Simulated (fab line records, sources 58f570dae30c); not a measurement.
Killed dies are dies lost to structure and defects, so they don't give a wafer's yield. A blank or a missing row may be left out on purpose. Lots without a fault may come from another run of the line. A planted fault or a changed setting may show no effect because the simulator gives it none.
Which tool did it? | flow berkeley_cmos170 | 15 lots, 45 wafers sampled, at 5 steps of a route of 331

WHAT THE GAUGES READ, wafer by wafer
UCB170_NVT_TW_MEAS_09.
lot  | measured     | on            | NVT_TW
L997 | day 5 04:04  | film_metro-04 | 521 515 519
L998 | day 5 15:51  | film_metro-03 | 522 521 519
L100 | day 6 06:01  | film_metro-03 | 520 518 522
L101 | day 6 13:50  | film_metro-03 | 519 518 519
L102 | day 6 14:07  | film_metro-01 | 513 515 510
L103 | day 6 14:11  | film_metro-03 | 518 519 517
L104 | day 7 04:19  | film_metro-04 | 519 519 521
L105 | day 7 15:07  | film_metro-04 | 520 519 520
L111 | day 8 13:22  | film_metro-01 | 535 539 537 537 536 538
L112 | day 8 22:29  | film_metro-03 | 547 545 545 545 547 547
L115 | day 9 06:36  | film_metro-04 | 523 525 523
L116 | day 9 19:58  | film_metro-01 | 537 540 539 538 537 538
L117 | day 9 20:14  | film_metro-01 | 516 511 513
L119 | day 10 05:42 | film_metro-03 | 520 520 519
L120 | day 10 05:58 | film_metro-01 | 513 515 517

UCB170_V2_CD_MEAS_90: target cd 700 nm.
lot  | measured     | on        | cd_nm (nm)
L997 | day 7 05:40  | cd_sem-02 | 699.0 700.8 699.6
L998 | day 7 18:14  | cd_sem-01 | 700.5 698.5 699.1
L100 | day 8 06:43  | cd_sem-02 | 703.4 699.8 700.8
L101 | day 8 18:18  | cd_sem-01 | 698.4 695.2 697.6
L102 | day 8 18:54  | cd_sem-01 | 700.5 698.7 697.8
L103 | day 8 18:36  | cd_sem-02 | 702.1 703.5 703.1
L104 | day 9 11:38  | cd_sem-02 | 699.3 699.8 700.0
L105 | day 9 18:38  | cd_sem-02 | 701.1 701.2 702.2
L111 | day 10 16:52 | cd_sem-02 | 696.6 695.9 695.3
L112 | day 11 03:11 | cd_sem-02 | 698.1 698.3 698.5
L115 | day 11 08:01 | cd_sem-01 | 700.4 701.1 701.1
L116 | day 11 20:22 | cd_sem-01 | 698.9 698.6 699.5
L117 | day 11 20:05 | cd_sem-02 | 699.4 700.6 699.7
L119 | day 12 11:14 | cd_sem-01 | 701.0 698.2 699.5
L120 | day 12 11:00 | cd_sem-02 | 701.5 701.4 699.5

UCB170_M3_OVL_MEAS_16.
lot  | measured     | on         | M3_OVL (nm)
L997 | day 7 08:15  | overlay-01 | 2 -2 2
L998 | day 7 20:29  | overlay-02 | 6 7 8
L100 | day 8 09:19  | overlay-01 | -1 6 5
L101 | day 8 21:05  | overlay-02 | -3 -3 3
L102 | day 8 21:46  | overlay-01 | 11 11 7
L103 | day 8 21:39  | overlay-02 | 7 3 4
L104 | day 9 14:14  | overlay-02 | 5 -6 -5
L105 | day 9 21:05  | overlay-02 | -4 -2 -1
L111 | day 10 19:11 | overlay-01 | -11 -7 -9
L112 | day 11 06:26 | overlay-02 | -11 -9 -5
L115 | day 11 10:25 | overlay-02 | 1 -1 -2
L116 | day 11 23:03 | overlay-01 | -2 -1 -1
L117 | day 11 22:27 | overlay-01 | 4 6 12
L119 | day 12 14:08 | overlay-02 | -5 -7 -4
L120 | day 12 13:51 | overlay-01 | 5 2 0

WHICH TOOL RAN EACH LOT (tool, then ch and the chambers of the sampled wafers, then the start)
lot  | UCB170_NVT_IMPLANT_07           | UCB170_CONTACT_STRIP_19
L997 | implanter-03 ch 0, day 5 03:49  | plasma_asher-01 ch 0,1, day 6 13:13
L998 | implanter-02 ch 0, day 5 15:36  | plasma_asher-03 ch 0,1, day 7 03:19
L100 | implanter-02 ch 0, day 6 05:46  | plasma_asher-03 ch 0,1, day 7 15:08
L101 | implanter-03 ch 0, day 6 13:35  | plasma_asher-02 ch 0,1, day 8 02:29
L102 | implanter-04 ch 0, day 6 13:52  | plasma_asher-01 ch 0,1, day 8 02:44
L103 | implanter-02 ch 0, day 6 13:53  | plasma_asher-01 ch 0,1, day 8 04:01
L104 | implanter-02 ch 0, day 7 04:04  | plasma_asher-02 ch 0,1, day 8 19:11
L105 | implanter-04 ch 0, day 7 14:52  | plasma_asher-01 ch 0,1, day 9 02:07
L111 | implanter-02 ch 0, day 8 13:08  | plasma_asher-03 ch 0,1, day 10 02:25
L112 | implanter-02 ch 0, day 8 22:15  | plasma_asher-03 ch 0,1, day 10 11:10
L115 | implanter-04 ch 0, day 9 06:21  | plasma_asher-03 ch 0,1, day 10 18:49
L116 | implanter-02 ch 0, day 9 19:44  | plasma_asher-01 ch 0,1, day 11 05:16
L117 | implanter-03 ch 0, day 9 20:01  | plasma_asher-03 ch 0,1, day 11 04:43
L119 | implanter-03 ch 0, day 10 05:29 | plasma_asher-02 ch 0,1, day 11 20:12
L120 | implanter-04 ch 0, day 10 05:44 | plasma_asher-03 ch 0,1, day 11 20:29
- UCB170_NVT_IMPLANT_07
- UCB170_CONTACT_STRIP_19: strips in O2.

WHAT THE TOOLS THEMSELVES READ (means of the sampled wafers that have a number; where no wafer has one, the mark that the record gives instead)
UCB170_NVT_IMPLANT_07.
lot  | tool         | dose_ions_cm2 | faraday_current_uA
L997 | implanter-03 | 3e+12         | 9.54
L998 | implanter-02 | 3e+12         | 9.63
L100 | implanter-02 | 3e+12         | 9.56
L101 | implanter-03 | 3e+12         | 9.34
L102 | implanter-04 | 3e+12         | 9.54
L103 | implanter-02 | 3e+12         | 9.61
L104 | implanter-02 | 3e+12         | 9.61
L105 | implanter-04 | 3e+12         | 9.56
L111 | implanter-02 | 3e+12         | 11.19
L112 | implanter-02 | 3e+12         | 10.97
L115 | implanter-04 | 3e+12         | 9.57
L116 | implanter-02 | 3e+12         | 10.98
L117 | implanter-03 | 3e+12         | 9.50
L119 | implanter-03 | 3e+12         | 9.55
L120 | implanter-04 | 3e+12         | 9.38

UCB170_CONTACT_STRIP_19.
lot  | tool            | drypump_motor_current_A (A) | oes_product_au (a.u.)
L997 | plasma_asher-01 | 5.2                         | 0.726
L998 | plasma_asher-03 | 5.3                         | 0.725
L100 | plasma_asher-03 | 5.7                         | 0.725
L101 | plasma_asher-02 | 6.1                         | 0.724
L102 | plasma_asher-01 | 5.2                         | 0.723
L103 | plasma_asher-01 | 5.4                         | 0.729
L104 | plasma_asher-02 | 6.1                         | 0.727
L105 | plasma_asher-01 | 5.2                         | 0.730
L111 | plasma_asher-03 | 5.7                         | 0.724
L112 | plasma_asher-03 | 5.7                         | 0.719
L115 | plasma_asher-03 | 5.3                         | 0.723
L116 | plasma_asher-01 | 5.4                         | 0.726
L117 | plasma_asher-03 | 5.7                         | 0.724
L119 | plasma_asher-02 | 6.1                         | 0.725
L120 | plasma_asher-03 | 5.3                         | 0.730

THE ANSWER, worked out from the rows above alone
Rule: what is usual is taken from the lots themselves. Put in order of their means at a reading, lots are off if they are a third of the lots or fewer, leave a main group of 4 or more, and stand apart from it by a gap of 3 or more times the standard deviation of the main group's means; of several such gaps the widest counts. A main group whose means are all the same, to the digits that the tables above print for the reading, isn't used. A lot without any number at a reading at which 4 lots or more have one is off too. The other lots that the step has rows for count as sound. The gauges are gone through in route order, then the tools' own readings, and for those a lot's mean is taken as printed above. The first step at which some lot is off is used, and at that step the reading that is off furthest; a lot without a number counts as furthest.
Off: L111, L112, L116, at UCB170_NVT_TW_MEAS_09 (NVT_TW). The main group: mean 518, standard deviation 3.
A tool fits if, at a process step before that reading, it ran every lot that is off, and no sound lot after the first of them. The gauges at UCB170_NVT_TW_MEAS_09 aren't tried: what is off there is off at UCB170_NVT_IMPLANT_07 too, on other tools, and a gauge's error can't cause that. One fits: implanter-02 at UCB170_NVT_IMPLANT_07. Its last sound lot is L104 (day 7 04:04), its first lot that is off L111 (day 8 13:08): a fault that began between those two fits.
The tool's own readings at UCB170_NVT_IMPLANT_07 bear it out: on the lots that are off they differ by more than 5 times the standard deviation of the sound lots' means. faraday_current_uA reads 11.05 there against 9.53 on the sound lots.

WHAT THE SIMULATOR HAD PUT IN
Process parameter drift: implanter-02, from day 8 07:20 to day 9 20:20, at UCB170_NVT_IMPLANT_07. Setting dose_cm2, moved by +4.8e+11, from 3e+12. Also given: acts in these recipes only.
Lots struck among those shown: L111, L112, L116. The rule above found the same.
